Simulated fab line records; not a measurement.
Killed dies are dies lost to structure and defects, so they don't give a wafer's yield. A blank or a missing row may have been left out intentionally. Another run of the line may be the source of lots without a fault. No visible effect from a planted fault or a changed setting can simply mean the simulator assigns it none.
Which tool did it? + flow berkeley_cmos170 + 14 lots with 42 wafers sampled at 2 steps, on a route of 331 steps

== WHAT THE GAUGES READ, wafer by wafer ==
UCB170_V2_THK_MEAS_01.
| lot  | measured     | on            | V2_TEOS_THK (nm) |
|------|--------------|---------------|------------------|
| L337 | day 7 11:19  | film_metro-03 | 1972 1964 2004   |
| L338 | day 7 13:26  | film_metro-02 | 1985 1986 1991   |
| L335 | day 7 13:48  | film_metro-02 | 1999 1960 2021   |
| L341 | day 8 07:15  | film_metro-03 | 1967 2011 2021   |
| L339 | day 8 07:29  | film_metro-01 | 1962 1979 1994   |
| L343 | day 8 16:26  | film_metro-03 | 1995 2006 2028   |
| L342 | day 8 16:48  | film_metro-03 | 1996 1994 2004   |
| L344 | day 9 06:37  | film_metro-03 | 1986 2012 2016   |
| L346 | day 9 06:50  | film_metro-01 | 1975 1962 1998   |
| L347 | day 9 10:37  | film_metro-02 | 2026 2036 2052   |
| L353 | day 10 22:27 | film_metro-03 | 1971 2033 2014   |
| L356 | day 11 11:23 | film_metro-02 | 1959 1985 2005   |
| L355 | day 11 16:21 | film_metro-01 | 1973 1948 1969   |
| L358 | day 12 08:28 | film_metro-03 | 1966 1983 1995   |

UCB170_V2_CD_MEAS_12 targets a cd of 700 nm.
| lot  | measured     | on        | cd_nm (nm)        |
|------|--------------|-----------|-------------------|
| L337 | day 7 13:02  | cd_sem-02 | 701.0 701.7 700.3 |
| L338 | day 7 15:15  | cd_sem-01 | 699.1 699.7 699.1 |
| L335 | day 7 15:39  | cd_sem-02 | 698.7 698.6 697.8 |
| L341 | day 8 09:05  | cd_sem-02 | 696.9 696.8 696.6 |
| L339 | day 8 09:17  | cd_sem-01 | 701.0 701.9 699.9 |
| L343 | day 8 18:40  | cd_sem-02 | 700.3 701.2 701.5 |
| L342 | day 8 18:56  | cd_sem-02 | 698.1 697.3 698.2 |
| L344 | day 9 08:29  | cd_sem-02 | 699.3 699.1 699.6 |
| L346 | day 9 08:32  | cd_sem-01 | 701.4 700.4 700.8 |
| L347 | day 9 12:29  | cd_sem-02 | 699.4 699.3 698.5 |
| L353 | day 11 00:15 | cd_sem-02 | 699.6 700.3 701.5 |
| L356 | day 11 13:10 | cd_sem-01 | 699.1 698.7 698.8 |
| L355 | day 11 18:07 | cd_sem-01 | 701.8 700.0 699.1 |
| L358 | day 12 10:13 | cd_sem-01 | 701.1 699.8 699.0 |

== WHICH TOOL RAN EACH LOT (tool, then ch and the chambers of the sampled wafers, then the start) ==
No process step before these readings appears in the record.

== WHAT THE TOOLS THEMSELVES READ (means of the sampled wafers that have a number; where no wafer has one, the mark that the record gives instead) ==
The record holds no such reading with a usual standard deviation.

== THE ANSWER, worked out from the rows above alone ==
Rule: usual is defined by the lots themselves. The widest of any qualifying gaps counts: lots, ordered by their means at a reading, are off when they make up no more than a third of the lots, leave a main group of 4 or more, and stand apart from it by 3 or more times the standard deviation of that group's means. A main group whose means are all the same, to the digits that the tables above print for the reading, isn't used. Also off: a lot with no number at a reading for which 4 or more lots have one. The other lots that the step has rows for count as sound. First the gauges in route order, then the tools' own readings, where a lot's mean is used as printed above. At the first step where some lot is off, the reading lying furthest off is the one used; lots without a number count as furthest.
No lot is off at any reading shown: from this, nothing can be told.

== WHAT WAS PUT IN BY THE SIMULATOR ==
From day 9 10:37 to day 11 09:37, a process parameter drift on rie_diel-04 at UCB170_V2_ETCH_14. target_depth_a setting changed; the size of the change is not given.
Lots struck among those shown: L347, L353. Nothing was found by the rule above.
